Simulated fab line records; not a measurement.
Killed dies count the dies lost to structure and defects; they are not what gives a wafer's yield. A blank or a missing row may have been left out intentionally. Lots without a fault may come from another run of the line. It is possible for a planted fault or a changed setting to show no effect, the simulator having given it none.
Lot-split experiment    flow berkeleyCmos170    5 lots, 23 wafers read, on a route of 331 steps

SPLIT DETAILS
At UCB170_PLDD_PEB_04, the setting pebTempC was moved away from the recipe's 130 C on 5 of the 23 wafers read, by -2.7% to -2.6%. The other wafers ran this setting at the recipe's value.

FROM SPLIT TO READING: 1 step shown by the file between the two
- UCB170_PLDD_DEVELOP_05: develop time 45 s

THE READING
Shown in nm: cdNm at UCB170_PLDD_CD_MEAS_06, with target cd 1200 nm. On this fab line, fault-free wafers typically give 1199.4 nm with a standard deviation of 1.1 nm.

wafer   tool, chamber at the split  pebTempC as run, C  against the recipe  cdNm, nm  against lot-mates on the recipe
L074.2  lithoTrack-04, 0            130                 recipe              1200.2    -
L074.3  lithoTrack-04, 0            130                 recipe              1200.2    -
L074.4  lithoTrack-04, 0            130                 recipe              1200.2    -
L074.5  lithoTrack-04, 0            130                 recipe              1200.5    -
L074.6  lithoTrack-04, 0            130                 recipe              1200.4    -
L076.2  lithoTrack-03, 0            130                 recipe              1198.6    -
L076.3  lithoTrack-03, 0            130                 recipe              1198.7    -
L076.4  lithoTrack-03, 0            130                 recipe              1197.6    -
L075.1  lithoTrack-02, 0            130                 recipe              1187.9    -
L075.2  lithoTrack-02, 0            130                 recipe              1198.7    -
L075.4  lithoTrack-02, 0            126.6               -2.6%               1161.5    -31.8
L075.5  lithoTrack-02, 0            126.6               -2.6%               1162.4    -30.9
L075.6  lithoTrack-02, 0            126.6               -2.6%               1172.0    -21.3
L077.1  lithoTrack-04, 0            130                 recipe              1199.8    -
L077.2  lithoTrack-04, 0            130                 recipe              1208.7    -
L077.3  lithoTrack-04, 0            130                 recipe              1199.9    -
L077.4  lithoTrack-04, 0            130                 recipe              1209.7    -
L077.6  lithoTrack-04, 0            130                 recipe              1209.9    -
L085.1  lithoTrack-03, 0            130                 recipe              1209.0    -
L085.2  lithoTrack-03, 0            126.5               -2.7%               1171.5    -29.9
L085.3  lithoTrack-03, 0            130                 recipe              1197.2    -
L085.4  lithoTrack-03, 0            126.5               -2.7%               1180.1    -21.3
L085.6  lithoTrack-03, 0            130                 recipe              1198.1    -

THE FIT
A straight line over all 23 wafers: cdNm changes by +11.8 nm for each +1% of pebTempC; r = +0.91; the points scatter about the line by 6 nm.
The same after taking each lot's own level away (the mean of its wafers on the recipe; 23 wafers): +10.2 nm for each +1%; r = +0.94; scatter 4.2 nm.
Per that fit: largest pebTempC move, reading shift of 27 nm.
Measured against the standard deviation above, the lots' own levels, which go from 1193.30 to 1205.60 nm, span 11.2 times it.
Hence the slope depends on the lot-to-lot level, as the two fits are not the same.
Check: -26.9 nm against its lot-mates is what the line predicts for one of the wafers moved furthest among these (-2.7%) when that wafer is left out of the fit. Against them it came out at -29.9 nm.

THE OTHER SPLITS THESE WAFERS WENT THROUGH
These wafers also went through other splits before the reading. Each is held against what the fit with the lots' levels taken away leaves over:
other split on the same wafers     wafers away from the commonest value  r with cdNm (lot level and that fit taken away)
UCB170_PWELL_CVD_05 tempC          10                                    +0.08
UCB170_ACTIVE_COAT_08 resistThkNm  8                                     -0.03
UCB170_ACTIVE_ETCH_15 timeS        7                                     -0.17
UCB170_PFIELD_COAT_01 spinRpm      7                                     -0.31
UCB170_GATE_OXIDATION_01 oxTimeS   10                                    +0.06
UCB170_GATE_EXPOSE_09 doseMj       12                                    +0.22
UCB170_PLDD_EXPOSE_03 doseMj       8                                     +0.75

FILE'S OWN FIT
cdNm changes by +10.1 nm for each +1% of pebTempC, r = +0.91.
